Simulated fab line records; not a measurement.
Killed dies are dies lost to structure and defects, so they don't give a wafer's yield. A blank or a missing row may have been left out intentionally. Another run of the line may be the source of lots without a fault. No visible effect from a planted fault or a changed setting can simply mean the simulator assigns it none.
fab line records ; flow ritCmos
[record] lots = 6; wafers = 18; lastDay = 8
route steps=202 shown GATE@83 M1@202
lots with no fault: from the same line, run without faults
startH: start of the lot's first displayed wafer, in hours after the record's first day ; waitH: hours since the lot's step before ; " identical to the entry in the row above ; L1.1+2: several wafers, shown together as one row ; - no value, or no start was given ; * or withheld: withheld ; < > ~ a bound
route shown NAME@n: names a module that has steps shown in the file, with the first one's number in the route ; usual: mean/standard deviation of fault-free wafers ; same: alike in all rows ; chamber/n: place in a boat ; sites: each site's reading ; _std_site: standard deviation across them ; _edge_site: mean of outer sites minus mean of inner sites ; radiusMm: for every site, how far away it sits from the centre of the wafer ; mask NAME#n: copy n ; behind: the last tool/chamber to shape the wafer ; hold: the reason the lot was held/the length of the hold in hours/how it ended ; device: whichever transistor did not switch (one of n, p or np) ; end of line: tests of these same wafers at the route's end ; where a step has no rows: the recipe by itself ; killed: count of dies lost to structure and defects at first sort (not the wafer's yield) ; map: the dies of a wafer, with x for killed, . for not killed, _ for no die there
set.NAME: the run value of the setting; set.NAME@STEP: its run value at that earlier step ; model.NAME: the simulator's own value behind a step, which no gauge read
lots at selected steps of the route; one table per step, one row per wafer
services: when a tool's chamber went out of use (startH, in hours from the record's first day, below 0 if earlier), for how many hours, and the reason
[[steps]]
[step RIT_GATE_THK_MEAS_07]
[recipe] reads = SiO2_of_GATE_OXIDATION_05
[usual] GATE_OXIDE_THK = 3.02/0.062
lot.wafer;tool;chamber;startH;waitH;GATE_OXIDE_THK[nm]
L766.1;filmMetro-04;-;69.46;0.0;3.15
L766.4;filmMetro-04;-;69.46;0.0;3.02
L766.5;filmMetro-04;-;69.46;0.0;3.02
L770.1;filmMetro-04;-;88.22;0.0;3.02
L770.2;filmMetro-04;-;88.22;0.0;2.97
L770.4;filmMetro-04;-;88.22;0.0;2.95
L775.2;filmMetro-01;-;109.26;0.0;2.98
L775.3;filmMetro-01;-;109.26;0.0;2.99
L775.4;filmMetro-01;-;109.26;0.0;2.96
L782.4;filmMetro-03;-;146.97;0.0;3.03
L782.5;filmMetro-03;-;146.97;0.0;3.11
L782.6;filmMetro-03;-;146.97;0.0;3.14
L783.2;filmMetro-01;-;150.41;0.0;2.93
L783.3;filmMetro-01;-;150.41;0.0;2.98
L783.4;filmMetro-01;-;150.41;0.0;2.98
L784.3;filmMetro-03;-;159.62;0.0;3.07
L784.4;filmMetro-03;-;159.62;0.0;3.09
L784.5;filmMetro-03;-;159.62;0.0;3.03
[step RIT_GATE_CVD_08]
[recipe] material = poly-Si; targetThkNm = 250; tempC = 610; precursor = SiH4; timeS = 2220; pressureMtorr = 300; sih4FlowSccm = 100
[step RIT_GATE_THK_MEAS_09]
[recipe] reads = poly-Si_of_GATE_CVD_08
[usual] GATE_POLY_THK = 249.4/2.3
lot.wafer;tool;chamber;startH;waitH;GATE_POLY_THK[nm]
L766.1;filmMetro-03;-;71.14;0.0;249.2
L766.4;filmMetro-03;-;71.14;0.0;247.7
L766.5;filmMetro-03;-;71.14;0.0;248.3
L770.1;filmMetro-01;-;90.15;0.0;248.0
L770.2;filmMetro-01;-;90.15;0.0;247.6
L770.4;filmMetro-01;-;90.15;0.0;247.4
L775.2;filmMetro-01;-;110.94;0.0;248.6
L775.3;filmMetro-01;-;110.94;0.0;252.6
L775.4;filmMetro-01;-;110.94;0.0;253.0
L782.4;filmMetro-04;-;148.65;0.0;247.3
L782.5;filmMetro-04;-;148.65;0.0;246.5
L782.6;filmMetro-04;-;148.65;0.0;248.4
L783.2;filmMetro-03;-;152.09;0.0;245.4
L783.3;filmMetro-03;-;152.09;0.0;244.9
L783.4;filmMetro-03;-;152.09;0.0;244.5
L784.3;filmMetro-01;-;161.30;0.0;252.2
L784.4;filmMetro-01;-;161.30;0.0;249.1
L784.5;filmMetro-01;-;161.30;0.0;249.6
[step RIT_GATE_HMDS_10]
[recipe] primeTimeS = 60; primeTempC = 140
[step RIT_GATE_COAT_11]
[recipe] resist = NOVOLAK; spinRpm = 4250; resistThkNm = 833.8
[step RIT_GATE_SOFTBAKE_12]
[recipe] resist = NOVOLAK; tempC = 90; timeS = 60
[step RIT_GATE_EXPOSE_13]
[recipe] maskId = M6; na = 0.6; sourceShape = conventional; sigmaOuter = 0.6; targetCdNm = 150; doseMj = 380
[step RIT_GATE_PEB_14]
[recipe] resist = NOVOLAK; tempC = withheld; timeS = withheld
[step RIT_GATE_DEVELOP_15]
[recipe] resist = NOVOLAK; developTimeS = 50; devTempC = 23
[step RIT_GATE_CD_MEAS_16]
[recipe] targetCdNm = 150
[usual] cdNm = 149.8/2.1
lot.wafer;tool;chamber;startH;waitH;cdNm
L766.1;cdSem-01;-;72.47;-;150.3
L766.4;cdSem-01;-;72.47;-;150.2
L766.5;cdSem-01;-;72.47;-;150.7
L770.1;cdSem-01;-;91.27;-;153.6
L770.2;cdSem-01;-;91.27;-;154.4
L770.4;cdSem-01;-;91.27;-;153.4
L775.2;cdSem-01;-;111.99;-;152.1
L775.3;cdSem-01;-;111.99;-;150.6
L775.4;cdSem-01;-;111.99;-;148.0
L782.4;cdSem-02;-;149.78;-;150.4
L782.5;cdSem-02;-;149.78;-;147.5
L782.6;cdSem-02;-;149.78;-;148.6
L783.2;cdSem-01;-;153.01;-;150.0
L783.3;cdSem-01;-;153.01;-;150.6
L783.4;cdSem-01;-;153.01;-;148.6
L784.3;cdSem-01;-;162.35;-;151.9
L784.4;cdSem-01;-;162.35;-;150.5
L784.5;cdSem-01;-;162.35;-;153.9
[step RIT_GATE_OVL_MEAS_17]
[usual] GATE_OVL = 0.0/1.6
lot.wafer;tool;chamber;startH;waitH;GATE_OVL[nm]
L766.1;overlay-02;-;72.59;0.1;-0.5
L766.4;overlay-02;-;72.59;0.1;-0.9
L766.5;overlay-02;-;72.59;0.1;-0.4
L770.1;overlay-02;-;91.39;0.1;0.7
L770.2;overlay-02;-;91.39;0.1;2.7
L770.4;overlay-02;-;91.39;0.1;1.7
L775.2;overlay-02;-;112.09;0.1;0.5
L775.3;overlay-02;-;112.09;0.1;0.0
L775.4;overlay-02;-;112.09;0.1;-1.0
L782.4;overlay-01;-;149.86;0.1;-1.5
L782.5;overlay-01;-;149.86;0.1;2.7
L782.6;overlay-01;-;149.86;0.1;1.3
L783.2;overlay-01;-;153.12;0.1;1.5
L783.3;overlay-01;-;153.12;0.1;0.5
L783.4;overlay-01;-;153.12;0.1;1.7
L784.3;overlay-02;-;162.45;0.1;1.1
L784.4;overlay-02;-;162.45;0.1;2.6
L784.5;overlay-02;-;162.45;0.1;-0.5
[step RIT_GATE_HARDBAKE_18]
[recipe] resist = NOVOLAK; tempC = 140; timeS = 60
[step RIT_GATE_ETCH_19]
[recipe] chemistry = SF6/CHF3/O2; timeS = 165; SF6_flow_sccm = 30; CHF3_flow_sccm = 30; O2_flow_sccm = 5; target = poly-Si; pressureMtorr = 40; rfW = 160; targetDepthA = 3125; overEtchFrac = 0.2744; stopOn = SiO2
[usual] drypumpMotorCurrentA = 5.9/0.42; oesProductAu = 0.840/0.011; rfFwdPowerW = 159.3/0.49; throttleValvePct = 10.28/0.14
lot.wafer;tool;chamber;startH;waitH;drypumpMotorCurrentA;oesProductAu;rfFwdPowerW;rfHoursCounterH;throttleValvePct;model.NOVOLAK_of_GATE_COAT_11.thkNm
L766.1;rieSi-01;0;72.77;0.1;5.6;0.825;159.1;1;10.55;658.2
L766.4;rieSi-01;1;72.77;0.1;5.6;0.850;159.6;67;10.13;650.9
L766.5;rieSi-01;3;72.77;0.1;5.1;0.844;159.2;-;10.45;656.5
L770.1;rieSi-02;0;91.67;0.1;5.8;0.849;159.6;58;10.15;655
L770.2;rieSi-02;1;91.67;0.1;5.8;0.828;158.3;146;10.39;654.3
L770.4;rieSi-02;0;91.67;0.1;5.8;0.848;159.4;-;10.18;656.9
L775.2;rieSi-01;1;112.27;0.1;5.6;0.852;159.4;68;10.14;649.4
L775.3;rieSi-01;0;112.27;0.1;5.6;0.828;158.5;1;10.55;657.9
L775.4;rieSi-01;2;112.27;0.1;6.5;0.850;160.3;-;10.17;655.3
L782.4;rieSi-02;3;150.09;0.1;5.9;0.840;184.9;-;10.22;638.9
L782.5;rieSi-02;0;150.09;0.1;5.9;0.843;184.0;-;10.17;640
L782.6;rieSi-02;2;150.09;0.1;6.4;0.828;184.4;-;10.23;636.7
L783.2;rieSi-01;0;153.30;0.1;5.6;0.824;159.9;2;10.55;653.8
L783.3;rieSi-01;3;153.30;0.1;5.1;0.822;159.9;0;10.46;650.3
L783.4;rieSi-01;2;153.30;0.1;6.5;0.828;159.1;4;10.16;653.7
L784.3;rieSi-02;1;162.62;0.1;5.9;0.820;185.5;0;10.39;645.3
L784.4;rieSi-02;3;162.62;0.1;5.9;0.859;185.3;0;10.23;643.1
L784.5;rieSi-02;0;162.62;0.1;5.8;0.858;184.9;-;10.18;644.4
[step RIT_GATE_STRIP_20]
[recipe] chemistry = O2; timeS = 180; resist = NOVOLAK; platenTempC = withheld; powerW = 500; pressureMtorr = 4000; o2FlowSccm = 4000
[usual] drypumpMotorCurrentA = 5.62/0.24; rfReflPowerW = 7.1/1.9
lot.wafer;tool;chamber;startH;waitH;drypumpMotorCurrentA;rfHoursCounterH;rfReflPowerW
L766.1;plasmaAsher-03;1;72.88;0.1;5.64;42;9.0
L766.4;plasmaAsher-03;0;72.88;0.1;5.56;-;7.8
L766.5;plasmaAsher-03;0;72.88;0.1;5.55;-;7.7
L770.1;plasmaAsher-02;1;91.77;0.1;5.66;29;8.3
L770.2;plasmaAsher-02;0;91.77;0.1;5.11;29;6.4
L770.4;plasmaAsher-02;0;91.77;0.1;5.12;-;6.1
L775.2;plasmaAsher-02;1;112.38;0.1;5.66;31;8.2
L775.3;plasmaAsher-02;0;112.38;0.1;5.13;-;6.2
L775.4;plasmaAsher-02;1;112.38;0.1;5.69;-;8.4
L782.4;plasmaAsher-04;0;150.20;0.1;5.91;-;8.7
L782.5;plasmaAsher-04;1;150.20;0.1;5.69;-;3.5
L782.6;plasmaAsher-04;0;150.20;0.1;5.92;-;8.6
L783.2;plasmaAsher-03;1;153.41;0.1;5.62;3;8.9
L783.3;plasmaAsher-03;0;153.41;0.1;5.55;-;7.7
L783.4;plasmaAsher-03;1;153.41;0.1;5.64;-;8.9
L784.3;plasmaAsher-04;1;162.79;0.1;5.69;-;3.7
L784.4;plasmaAsher-04;0;162.79;0.1;5.92;-;8.4
L784.5;plasmaAsher-04;0;162.79;0.1;5.91;-;8.4
[step RIT_M1_PROBE_99]
[usual] killedAtContacts = 0.1/0.23; killedAtFrontEnd = 6/3.1; killedDies = 6/3.1; killedOpen = 3.2/1.9; killedShort = 3.2/2.1
[same] grossDies = 264; killed_at_M0_to_M3 = 0; killed_at_M4_up = 0; killedAtBackSide = 0; killedAtOther = 0
lot.wafer;tool;chamber;startH;waitH;killedAtContacts;killedAtFrontEnd;killedDies;killedOpen;killedShort;model.etest.pmosTurned.rOnOhmUm;model.etest.pmos_0p15.rOnOhmUm;model.etest.pmos_0p15.driveUaUm;model.etest.pmosTurned.driveUaUm;model.etest.pwellPinched.rsOhmSq;model.etest.nwellPinched.rsOhmSq;model.etest.ring.delayPs;model.etest.pmos_0p15.swingMvDec
L766.1;prober-02;-;95.31;0.1;0;6;6;3;3;3527;2874;246.8;184.7;465.3;347.3;27.51;84.95
L766.4;prober-02;-;95.46;0.2;0;5;5;3;2;3363;2758;256.9;195.5;458.2;343;27.02;85.28
L766.5;prober-02;-;95.51;0.2;0;4;4;1;3;3473;2826;249.4;187.3;466.8;340.6;27.32;84.91
L770.1;prober-01;-;111.56;0.1;0;5;5;3;2;3516;2863;243.3;182.8;465.6;338.4;28.38;84.03
L770.2;prober-01;-;111.61;0.1;0;4;4;3;1;3461;2798;248.1;188.5;456.8;333.6;27.96;83.46
L770.4;prober-01;-;111.71;0.2;0;4;4;4;0;3417;2780;253;192.4;461.3;334.5;27.61;84.04
L775.2;prober-02;-;158.79;0.1;1;7;8;7;1;3551;2872;246.8;184.5;462.3;342.4;27.44;83.59
L775.3;prober-02;-;158.84;0.2;0;6;6;4;2;3573;2873;249.1;181.1;462.7;340.1;27.19;83.82
L775.4;prober-02;-;158.89;0.2;0;7;7;6;1;3562;2804;254.2;180.5;462.9;339;26.47;83.44
L782.4;prober-01;-;171.28;0.2;0;12;12;2;7;3184;2619;272.9;207.7;473;348.3;26.16;85.73
L782.5;prober-01;-;171.33;0.2;0;4;4;3;1;3267;2660;271.6;205.2;482;345.9;25.81;86.02
L782.6;prober-01;-;171.38;0.2;0;1;1;1;0;3208;2608;272.6;207.1;475.1;343.6;25.75;86.95
L783.2;prober-02;-;176.71;0.1;0;5;5;3;2;3232;2638;268.9;206.2;471.2;336.6;26.43;83.88
L783.3;prober-02;-;176.76;0.2;0;3;3;2;1;3280;2677;268.3;206;470.1;340.2;26.27;83.74
L783.4;prober-02;-;176.81;0.2;0;5;5;3;2;3237;2636;270.5;207.5;465.5;333.9;25.91;83.93
L784.3;prober-02;-;188.89;0.2;0;2;2;0;2;3210;2618;271.6;207.1;471.3;344.3;26.65;85.78
L784.4;prober-02;-;188.94;0.2;0;13;13;7;5;3248;2614;271.9;203.9;469.4;342.7;25.88;85.43
L784.5;prober-02;-;188.99;0.2;0;8;8;5;2;3289;2688;265.1;201.7;465;345.1;27.22;85.07
// killed by level:class
L766.1 GATE:geometricParticle:short=2 FOX2:geometricParticle:short=1 GATE:geometricParticle:open=1 REOX:geometricParticle:open=1 SILICIDE:geometricParticle:open=1
L766.4 GATE:geometricParticle:short=2 GATE:geometricParticle:open=1 SPACER:geometricParticle:open=1 SILICIDE:geometricParticle:open=1
L766.5 FOX1:geometricParticle:short=1 GATE:geometricParticle:short=1 GATE:geometricParticle:open=1 REOX:geometricParticle:short=1
L770.1 GATE:geometricParticle:open=2 FOX2:geometricParticle:open=1 GATE:geometricParticle:short=1 SILICIDE:geometricParticle:short=1
L770.2 GATE:geometricParticle:open=3 GATE:geometricParticle:short=1
L770.4 GATE:geometricParticle:open=2 FOX1:geometricParticle:open=1 REOX:geometricParticle:open=1
L775.2 FOX2:geometricParticle:open=3 ACTIVE:geometricParticle:short=1 FOX1:geometricParticle:open=1 REOX:geometricParticle:open=1 SILICIDE:geometricParticle:open=1 CONTACT:geometricParticle:open=1
L775.3 GATE:geometricParticle:open=2 FOX1:geometricParticle:short=1 GATE:geometricParticle:short=1 REOX:geometricParticle:open=1 SPACER:geometricParticle:open=1
L775.4 ACTIVE:geometricParticle:open=1 FOX1:geometricParticle:short=1 FOX1:geometricParticle:open=1 FOX2:geometricParticle:open=1 GATE:geometricParticle:open=1 REOX:geometricParticle:open=1 SILICIDE:geometricParticle:open=1
L782.4 GATE:geometricParticle:short=3 PRETRO:coatMicrobubblePrinted=3 SILICIDE:geometricParticle:short=2 FOX1:geometricParticle:short=1 FOX2:geometricParticle:open=1 REOX:geometricParticle:short=1 SPACER:geometricParticle:open=1
L782.5 FOX1:geometricParticle:open=2 GATE:geometricParticle:open=1 SILICIDE:geometricParticle:short=1
L782.6 FOX1:geometricParticle:open=1
L783.2 FOX2:geometricParticle:open=1 GATE:geometricParticle:short=1 GATE:geometricParticle:open=1 SILICIDE:geometricParticle:short=1 SILICIDE:geometricParticle:open=1
L783.3 REOX:geometricParticle:open=2 SPACER:geometricParticle:short=1
L783.4 GATE:geometricParticle:open=1 REOX:geometricParticle:open=1 REOX:geometricParticle:short=1 SILICIDE:geometricParticle:open=1 SILICIDE:geometricParticle:short=1
L784.3 GATE:geometricParticle:short=2
L784.4 GATE:geometricParticle:open=6 GATE:geometricParticle:short=3 FOX1:geometricParticle:short=2 FOX1:geometricParticle:open=1 PLDD:coatMicrobubblePrinted=1
L784.5 GATE:geometricParticle:open=3 GATE:geometricParticle:short=2 SILICIDE:geometricParticle:open=2 PLDD:coatMicrobubblePrinted=1
[[services]]
tool;chamber;startH;hours;kind
rieSi-02;3;76.72;-;clean
rieSi-02;3;76.72;33.0;scheduledDown
rieSi-02;3;76.72;33.0;ventCycle
rieSi-02;-;80.75;0.7;repair
rieSi-01;0;80.95;7.0;repair
plasmaAsher-02;-;97.46;1.3;repair
plasmaAsher-03;-;108.75;9.0;pm
plasmaAsher-03;0;108.75;9.0;ventCycle
plasmaAsher-03;1;108.75;9.0;ventCycle
rieSi-01;3;110.41;-;clean
rieSi-01;3;110.41;23.3;scheduledDown
rieSi-01;3;110.41;23.3;ventCycle
plasmaAsher-03;0;117.75;-;clean
plasmaAsher-03;1;117.75;-;clean
plasmaAsher-04;-;125.17;1.5;repair
rieSi-02;1;126.92;-;clean
rieSi-02;1;126.92;25.0;scheduledDown
rieSi-02;1;126.92;25.0;ventCycle
rieSi-02;3;137.40;1.8;repair
[[key]]
[firstSign] step = RIT_GATE_ETCH_19; reading = rfFwdPowerW; direction = up; sigmas = 52; usual = 159.3; struck = 184.8
effect none on later readings
[modelEffect] step = RIT_GATE_ETCH_19; value = NOVOLAK_of_GATE_COAT_11.thkNm; without = 654.8; struck = 641.4
[modelEffect] step = RIT_M1_PROBE_99; value = etest.pmosTurned.rOnOhmUm; without = 3447; struck = 3235
metAt RIT_GATE_ETCH_19
struckWafers L782.4,L782.5,L782.6,L784.3,L784.4,L784.5
testerLeftOut L782,L784
onsetBetween 91.67 150.09
[fault] kind = processParameterDrift; tool = rieSi-02; chamber = -; onsetH = 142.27; steps = RIT_GATE_ETCH_19; channel = rfW; offset = 25.6; shape = step; endH = 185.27; stated = 160
// testerLeftOut: of these lots the tester's yield and bins aren't shown, on N5 and GAA mostly nor the transistor test; their killed dies are dies lost to structure and defects alone, not to doping, threshold or leakage, so they don't give the yield
